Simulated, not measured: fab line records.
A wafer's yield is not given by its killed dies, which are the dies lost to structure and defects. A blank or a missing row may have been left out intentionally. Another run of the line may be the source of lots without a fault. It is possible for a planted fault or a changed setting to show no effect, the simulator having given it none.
Struck lot and sound lot, side by side + flow rit cmos + 19 out of 202 route steps
Sound: the wafers L322.4, L322.5, L322.6. Struck: wafers L329.1, L329.2, L329.3. The cause is named last.
Per side, at each step with rows, come the tool, then ch with its chambers, and then its first start. Under that, the readings that differ: sound wafers + struck wafers + difference of the means + sigmas: that difference in standard deviations of wafers without a fault.
alike: a reading whose means differ by less than 2 such deviations, as well as words and numbers matching on both sides. not compared: withheld readings; readings where some wafer has no value; bounds like >300 that might hide an equal value; numbers whose values overlap and for which the record gives no deviation.
The two part at a step that has a row with sigmas, a row that says differs or no value, or rows on one side only. Numbers that have no deviation but don't overlap get no sigmas and don't part them. A reading missing from all wafers of one side parts the sides only when that side holds two or more wafers.

first, 2 steps without rows for these wafers: RIT_NWELL_HARDBAKE_07 (time 120 s); RIT_NWELL_IMPLANT_08.
RIT_NWELL_STRIP_09: strips in O2, time 180 s.
  sound on plasma asher-01 ch 0,1, day 2 11:48; struck on plasma asher-04 ch 0,1, day 4 00:08
  alike: drypump motor current A
  not compared: rf hours counter h
RIT_NWELL_TW_MEAS_10:
  sound on film metro-02, day 2 11:57; struck on film metro-03, day 4 00:18
| reading  | sound          | struck         | difference | sigmas |
|----------|----------------|----------------|------------|--------|
| NWELL_TW | 2117 2111 2113 | 2146 2148 2154 | +36        | +2     |
then, 6 steps without rows for these wafers: RIT_PWELL_HMDS_00 (prime time 60 s); RIT_PWELL_COAT_01 (resist thk 1300 nm); RIT_PWELL_SOFTBAKE_02 (time 60 s); RIT_PWELL_EXPOSE_03 (exposes mask M3, target cd 43700 nm); RIT_PWELL_PEB_04; RIT_PWELL_DEVELOP_05 (develop time 68 s).
RIT_PWELL_OVL_MEAS_06:
  sound on overlay-02, day 2 12:53; struck on overlay-02, day 4 01:14
  alike: PWELL_OVL
then, 1 step without rows for these wafers: RIT_PWELL_HARDBAKE_07 (time 120 s).
RIT_PWELL_IMPLANT_08:
  sound on implanter-01 ch 0, day 2 13:13; struck on implanter-04 ch 0, day 4 01:32
| reading       | sound                         | struck                       | difference | sigmas |
|---------------|-------------------------------|------------------------------|------------|--------|
| dose ions cm2 | 7.016e+13 6.997e+13 7.003e+13 | 6.654e+13 6.658e+13 6.65e+13 | -3.513e+12 | -52    |
  alike: tilt deg
RIT_PWELL_STRIP_09: strips in O2, time 180 s.
  sound on plasma asher-03 ch 0,1, day 2 13:21; struck on plasma asher-03 ch 0,1, day 4 01:41
  alike: drypump motor current A
  not compared: rf hours counter h
RIT_PWELL_TW_MEAS_10:
  sound on film metro-01, day 2 13:30; struck on film metro-01, day 4 01:51
| reading  | sound       | struck      | difference | sigmas |
|----------|-------------|-------------|------------|--------|
| PWELL_TW | 957 958 958 | 941 941 948 | -14        | -2     |
then, 1 step without rows for these wafers: RIT_WELLDRIVE_ANNEAL_00 (time 14700 s).
RIT_WELLDRIVE_RS_MEAS_01: measures by four-point-probe.
  sound on film metro-02, day 2 18:46; struck on film metro-03, day 4 07:00
  alike: NWELL_RS
RIT_WELLDRIVE_RS_MEAS_02: measures by four-point-probe.
  sound on film metro-02, day 2 18:53; struck on film metro-03, day 4 07:07
| reading           | sound             | struck            | difference | sigmas |
|-------------------|-------------------|-------------------|------------|--------|
| PWELL_RS (ohm/sq) | 431.4 431.0 430.6 | 446.9 444.9 446.1 | +15.0      | +14    |
then, 1 step without rows for these wafers: RIT_NRETRO_HMDS_00 (prime time 60 s).

## WHERE THEY PART
Last at RIT_WELLDRIVE_RS_MEAS_02 as far as this record goes, first at RIT_NWELL_TW_MEAS_10.

WHY: what the simulator had put in
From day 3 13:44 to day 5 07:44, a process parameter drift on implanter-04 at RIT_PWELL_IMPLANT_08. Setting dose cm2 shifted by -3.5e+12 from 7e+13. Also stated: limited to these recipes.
